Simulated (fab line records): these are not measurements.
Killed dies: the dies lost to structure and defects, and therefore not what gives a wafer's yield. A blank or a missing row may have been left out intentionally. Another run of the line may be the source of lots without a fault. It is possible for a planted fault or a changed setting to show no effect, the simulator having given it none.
fab line records	flow berkeley_cmos170
record: lots: 14	wafers: 42	last_day: 12
route steps=331 shown START@1 PWELL@40 PVT@122 PLDD@155
lots that met no fault: from a run of the same line without faults
start_h: start of the lot's first displayed wafer, in hours after the record's first day	wait_h: hours since the lot's step before	" as in the row above	L1.1+2: a single row standing in for several wafers	- no value, or no start given	* or withheld: withheld	< > ~ a bound
route shown NAME@n: NAME is a module with steps in the file, n the number in the route of the first one	usual: mean/standard deviation of fault-free wafers	same: alike in all rows	chamber/n: place in a boat	sites: each site's reading	_std_site: the values' standard deviation	_edge_site: inner sites' mean taken away from outer sites' mean	radius_mm: how far each site lies from the wafer's centre	mask NAME#n: copy n	behind: the most recent tool/chamber to have shaped the wafer	hold: why the lot was held/for how many hours/how that ended	device: whichever transistor did not switch (one of n, p or np)	end of line: tests run on the same wafers once the route is complete	a step given without rows: its recipe and nothing more	killed: the dies lost at the first sort to structure and to defects; this is not the yield of the wafer	map: the dies of a wafer, with x for killed, . for not killed, _ for no die there
set.NAME: the setting as run; set.NAME@STEP: as run at that earlier step	model.NAME: the simulator's own value behind a step, which no gauge read
a sample of lots followed through the steps of the route, with each step as a table and each wafer as a row
services: from which hour (start_h, from the record's first day; less than 0 if before it) a tool's chamber was out of use, for how many hours, and why
== steps ==
step: UCB170_START_BOW_MEAS_00
recipe: mode: bow
usual: INCOMING_BOW: 0/6.7
lot.wafer	tool	chamber	start_h	wait_h	INCOMING_BOW[um]
L403.2	film_metro-02	-	10.02	-	6
L403.5	"	-	"	"	-4
L403.6	"	-	"	"	5
L404.1	film_metro-04	-	15.00	-	3
L404.2	"	-	"	"	5
L404.6	"	-	"	"	-4
L405.3	film_metro-02	-	20.04	-	-6
L405.4	"	-	"	"	-1
L405.6	"	-	"	"	4
L406.2	film_metro-04	-	25.02	-	0
L406.3	"	-	"	"	-4
L406.4	"	-	"	"	0
L409.3	film_metro-02	-	40.04	-	4
L409.5	"	-	"	"	-4
L409.6	"	-	"	"	16
L410.3	film_metro-04	-	45.04	-	-3
L410.4	"	-	"	"	-5
L410.6	"	-	"	"	4
L411.2	film_metro-02	-	50.02	-	5
L411.4	"	-	"	"	3
L411.6	"	-	"	"	-6
L412.2	film_metro-04	-	55.02	-	15
L412.4	"	-	"	"	-7
L412.5	"	-	"	"	4
L413.2	film_metro-01	-	60.02	-	-5
L413.4	"	-	"	"	6
L413.5	"	-	"	"	9
L416.1	film_metro-02	-	75.00	-	3
L416.4	"	-	"	"	5
L416.5	"	-	"	"	-9
L420.1	film_metro-02	-	95.00	-	-13
L420.3	"	-	"	"	2
L420.4	"	-	"	"	12
L421.1	film_metro-01	-	100.00	-	-12
L421.5	"	-	"	"	-3
L421.6	"	-	"	"	-1
L424.2	film_metro-02	-	115.02	-	4
L424.4	"	-	"	"	-1
L424.5	"	-	"	"	-15
L425.1	film_metro-01	-	120.00	-	6
L425.4	"	-	"	"	-1
L425.6	"	-	"	"	-8
step: UCB170_PWELL_THK_MEAS_06
recipe: reads: Si3N4_of_PWELL_CVD_05
usual: PWELL_NITRIDE_THK: 219.9/1.7
lot.wafer	tool	chamber	start_h	wait_h	PWELL_NITRIDE_THK[nm]
L404.1	film_metro-04	-	51.32	0.0	218.7
L404.2	"	-	"	"	220.6
L404.6	"	-	"	"	218.4
L403.2	film_metro-03	-	51.33	0.0	221.5
L403.5	"	-	"	"	220.4
L403.6	"	-	"	"	221.3
L405.3	film_metro-04	-	57.24	0.0	219.0
L405.4	"	-	"	"	218.1
L405.6	"	-	"	"	218.6
L406.2	film_metro-04	-	65.27	0.0	222.3
L406.3	"	-	"	"	219.8
L406.4	"	-	"	"	221.3
L409.3	film_metro-04	-	75.50	0.0	218.3
L409.5	"	-	"	"	215.5
L409.6	"	-	"	"	218.0
L410.3	film_metro-03	-	81.49	0.0	220.3
L410.4	"	-	"	"	222.6
L410.6	"	-	"	"	222.9
L411.2	film_metro-01	-	87.28	0.0	220.3
L411.4	"	-	"	"	219.6
L411.6	"	-	"	"	221.0
L412.2	film_metro-03	-	98.04	0.0	221.1
L412.4	"	-	"	"	218.2
L412.5	"	-	"	"	218.7
L413.2	film_metro-01	-	102.10	0.0	221.3
L413.4	"	-	"	"	222.1
L413.5	"	-	"	"	221.7
L416.1	film_metro-03	-	117.57	0.0	220.7
L416.4	"	-	"	"	219.9
L416.5	"	-	"	"	221.3
L420.1	film_metro-04	-	135.62	0.0	220.5
L420.3	"	-	"	"	221.2
L420.4	"	-	"	"	220.7
L421.1	film_metro-03	-	135.62	0.0	218.7
L421.5	"	-	"	"	217.8
L421.6	"	-	"	"	218.7
L424.2	film_metro-03	-	157.86	0.0	220.1
L424.4	"	-	"	"	219.7
L424.5	"	-	"	"	221.1
L425.1	film_metro-03	-	162.90	0.0	220.2
L425.4	"	-	"	"	221.1
L425.6	"	-	"	"	221.1
step: UCB170_PVT_IMPLANT_07
recipe: species: P	dose_cm2: 2e+12	energy_kev: 30	tilt_deg: 7
usual: beam_on_s: 10.00/0.2	dose_ions_cm2: 2e+12/2.2e+09	faraday_current_uA: 6.34/0.13
lot.wafer	tool	chamber	start_h	wait_h	beam_on_s	dose_ions_cm2	faraday_current_uA
L403.2	implanter-04	0	117.08	0.0	9.84	1.9987e+12	6.48
L403.5	"	0	"	"	9.98	2.0015e+12	6.34
L403.6	"	0	"	"	10.28	1.998e+12	6.16
L405.3	implanter-03	0	117.38	0.1	9.86	2.0006e+12	6.42
L405.4	"	0	"	"	10.03	1.9982e+12	6.27
L405.6	"	0	"	"	10.14	1.9985e+12	6.28
L404.1	implanter-04	0	117.78	0.0	9.93	2.0038e+12	6.39
L404.2	"	0	"	"	10.08	2.0025e+12	6.26
L404.6	"	0	"	"	10.01	2.0005e+12	6.34
L406.2	implanter-03	0	135.73	0.0	10.42	1.9974e+12	6.07
L406.3	"	0	"	"	9.86	1.9972e+12	6.43
L406.4	"	0	"	"	9.97	2.0002e+12	6.37
L409.3	implanter-01	0	148.57	0.1	9.86	1.9999e+12	6.43
L409.5	"	0	"	"	9.72	2.0021e+12	6.54
L409.6	"	0	"	"	10.05	1.9974e+12	6.31
L410.3	implanter-03	0	152.84	0.1	10.00	2.0019e+12	6.33
L410.4	"	0	"	"	10.11	2.0003e+12	6.28
L410.6	"	0	"	"	9.65	1.9987e+12	6.56
L411.2	implanter-03	0	163.62	0.0	10.02	2e+12	6.34
L411.4	"	0	"	"	9.61	2.0018e+12	6.60
L411.6	"	0	"	"	9.88	2.0001e+12	6.43
L412.2	implanter-04	0	163.89	0.0	9.72	1.9976e+12	6.50
L412.4	"	0	"	"	9.96	1.9999e+12	6.38
L412.5	"	0	"	"	10.16	2.0004e+12	6.25
L413.2	implanter-01	0	174.72	0.0	9.97	1.9998e+12	6.37
L413.4	"	0	"	"	9.80	1.9997e+12	6.48
L413.5	"	0	"	"	9.89	2.0012e+12	6.42
L416.1	implanter-03	0	187.53	0.0	10.26	2.0019e+12	6.20
L416.4	"	0	"	"	9.89	2.0068e+12	6.40
L416.5	"	0	"	"	10.15	2.001e+12	6.25
L421.1	implanter-01	0	201.97	0.0	9.91	1.0986e+12	3.53
L421.5	"	0	"	"	10.20	1.1014e+12	3.42
L421.6	"	0	"	"	9.91	1.0963e+12	3.52
L420.1	implanter-01	0	202.87	0.0	10.07	1.1008e+12	3.46
L420.3	"	0	"	"	10.14	1.1003e+12	3.43
L420.4	"	0	"	"	9.75	1.0989e+12	3.57
L425.1	implanter-04	0	228.24	0.0	9.76	1.9997e+12	6.49
L425.4	"	0	"	"	10.32	2.0019e+12	6.14
L425.6	"	0	"	"	10.13	2.0013e+12	6.25
L424.2	implanter-03	0	228.64	0.0	10.06	1.9971e+12	6.32
L424.4	"	0	"	"	9.97	2.0008e+12	6.38
L424.5	"	0	"	"	10.05	2.0009e+12	6.32
step: UCB170_PVT_TW_MEAS_09
usual: PVT_TW: 510.8/2.9
lot.wafer	tool	chamber	start_h	wait_h	PVT_TW
L403.2	film_metro-04	-	117.31	0.1	515.5
L403.5	"	-	"	"	512.0
L403.6	"	-	"	"	513.2
L405.3	film_metro-04	-	117.60	0.1	514.7
L405.4	"	-	"	"	513.1
L405.6	"	-	"	"	512.6
L404.1	film_metro-01	-	118.18	0.1	511.4
L404.2	"	-	"	"	509.5
L404.6	"	-	"	"	509.4
L406.2	film_metro-03	-	135.96	0.1	508.5
L406.3	"	-	"	"	507.3
L406.4	"	-	"	"	507.6
L409.3	film_metro-01	-	148.79	0.1	514.6
L409.5	"	-	"	"	514.0
L409.6	"	-	"	"	513.6
L410.3	film_metro-03	-	153.09	0.1	507.8
L410.4	"	-	"	"	509.1
L410.6	"	-	"	"	509.5
L411.2	film_metro-01	-	163.87	0.1	512.2
L411.4	"	-	"	"	511.8
L411.6	"	-	"	"	512.8
L412.2	film_metro-04	-	164.13	0.1	515.0
L412.4	"	-	"	"	516.0
L412.5	"	-	"	"	513.7
L413.2	film_metro-03	-	174.95	0.1	507.5
L413.4	"	-	"	"	507.3
L413.5	"	-	"	"	506.3
L416.1	film_metro-03	-	187.78	0.1	505.4
L416.4	"	-	"	"	504.6
L416.5	"	-	"	"	508.6
L421.1	film_metro-03	-	202.22	0.1	424.4
L421.5	"	-	"	"	424.7
L421.6	"	-	"	"	423.7
L420.1	film_metro-03	-	203.12	0.1	421.4
L420.3	"	-	"	"	422.4
L420.4	"	-	"	"	421.0
L425.1	film_metro-01	-	228.49	0.1	512.0
L425.4	"	-	"	"	513.2
L425.6	"	-	"	"	512.5
L424.2	film_metro-01	-	228.87	0.1	510.6
L424.4	"	-	"	"	511.1
L424.5	"	-	"	"	513.1
step: UCB170_PLDD_STRIP_10
recipe: chemistry: O2	power_w: 400	pressure_mtorr: 3500	platen_temp_c: withheld	o2_flow_sccm: 400	overash_fraction: 0.5
usual: drypump_motor_current_A: 5.77/0.19	oes_product_au: 0.734/0.0044	strip_time_to_endpoint_s: 21.65/0.069
lot.wafer	tool	chamber	start_h	wait_h	drypump_motor_current_A	oes_product_au	rf_hours_counter_h	strip_time_to_endpoint_s
L404.1	plasma_asher-04	0	135.93	0.1	5.85	0.736	44	21.63
L404.2	"	1	"	"	5.66	0.742	44	21.73
L404.6	"	1	"	"	5.70	0.726	-	21.67
L403.2	plasma_asher-04	1	136.21	0.1	5.69	0.735	44	21.62
L403.5	"	0	"	"	5.83	0.733	-	21.57
L403.6	"	1	"	"	5.66	0.742	-	21.65
L405.3	plasma_asher-03	1	136.45	0.1	6.04	0.726	-	21.73
L405.4	"	0	"	"	5.50	0.743	-	21.67
L405.6	"	0	"	"	5.47	0.730	-	21.77
L406.2	plasma_asher-04	0	151.08	0.1	5.83	0.737	46	21.64
L406.3	"	0	"	"	5.84	0.735	-	21.63
L406.4	"	1	"	"	5.66	0.740	-	21.64
L409.3	plasma_asher-02	1	162.62	0.1	5.62	0.728	-	21.67
L409.5	"	1	"	"	5.61	0.734	-	21.65
L409.6	"	0	"	"	6.02	0.733	-	21.63
L410.3	plasma_asher-03	0	167.53	0.1	5.49	0.737	-	21.63
L410.4	"	1	"	"	6.05	0.727	-	21.62
L410.6	"	1	"	"	6.02	0.743	-	21.64
L412.2	plasma_asher-04	1	177.01	0.1	5.69	0.735	49	21.74
L412.4	"	1	"	"	5.66	0.731	-	21.75
L412.5	"	1	"	"	5.61	0.737	-	21.69
L411.2	plasma_asher-02	0	177.35	0.1	6.01	0.729	5	21.77
L411.4	"	0	"	"	5.99	0.733	-	21.65
L411.6	"	0	"	"	5.98	0.738	-	21.66
L413.2	plasma_asher-03	0	191.40	0.1	5.49	0.727	38	21.55
L413.4	"	1	"	"	6.04	0.728	-	21.59
L413.5	"	1	"	"	6.08	0.726	-	21.50
L416.1	plasma_asher-04	1	202.55	0.1	5.66	0.737	52	21.65
L416.4	"	0	"	"	5.84	0.730	-	21.75
L416.5	"	1	"	"	5.63	0.728	-	21.63
L421.1	plasma_asher-04	0	215.22	0.1	5.84	0.729	53	21.59
L421.5	"	0	"	"	5.84	0.735	-	21.66
L421.6	"	1	"	"	5.67	0.736	-	21.66
L420.1	plasma_asher-02	1	215.47	0.1	5.62	0.739	9	21.62
L420.3	"	0	"	"	5.99	0.735	-	21.63
L420.4	"	1	"	"	5.62	0.738	-	21.65
L425.1	plasma_asher-03	0	245.22	0.1	5.47	0.728	44	21.65
L425.4	"	0	"	"	5.47	0.730	-	21.73
L425.6	"	0	"	"	5.47	0.740	-	21.68
L424.2	plasma_asher-03	1	246.69	0.1	6.06	0.733	44	21.71
L424.4	"	1	"	"	6.00	0.735	-	21.73
L424.5	"	1	"	"	6.05	0.740	-	21.78
== services ==
tool	chamber	start_h	hours	kind
plasma_asher-02	-	108.75	9.0	pm
plasma_asher-02	0	108.75	9.0	vent_cycle
plasma_asher-02	1	108.75	9.0	vent_cycle
implanter-01	-	110.03	1.7	repair
plasma_asher-02	0	117.75	-	clean
plasma_asher-02	1	117.75	-	clean
plasma_asher-02	-	122.85	15.6	pm
implanter-04	-	129.85	3.3	pm
implanter-04	-	147.30	6.0	repair
implanter-03	-	148.21	1.0	repair
implanter-03	-	175.17	1.5	repair
plasma_asher-03	-	187.87	1.6	repair
plasma_asher-03	-	194.65	2.0	repair
implanter-01	-	203.05	3.4	pm
plasma_asher-02	-	241.74	2.8	pm
implanter-01	-	244.28	3.7	pm
== key ==
first_sign: step: UCB170_PVT_IMPLANT_07	reading: dose_ions_cm2	direction: down	sigmas: 99+	usual: 2e+12	struck: 1.0994e+12
effect: step: UCB170_PVT_IMPLANT_07	reading: faraday_current_uA	direction: down	sigmas: 22	usual: 6.34	struck: 3.49
effect: step: UCB170_PVT_TW_MEAS_09	reading: PVT_TW	direction: down	sigmas: 30	usual: 510.8	struck: 422.9
met_at UCB170_PVT_IMPLANT_07
struck_lots L420,L421
tester_left_out L420,L421
not_acting_at UCB170_START_BOW_MEAS_00,UCB170_PWELL_THK_MEAS_06,UCB170_PLDD_STRIP_10
onset_between 174.72 201.97
fault: kind: process_parameter_drift	tool: implanter-01	chamber: -	onset_h: 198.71	steps: UCB170_PVT_IMPLANT_07	channel: dose_cm2	offset: -9e+11	shape: step	end_h: 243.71	acts_in: these_recipes_only	stated: 2e+12
tester_left_out: of these lots the tester's yield and bins aren't shown, on N5 and GAA mostly nor the transistor test; their killed dies are dies lost to structure and defects alone, not to doping, threshold or leakage, so they don't give the yield
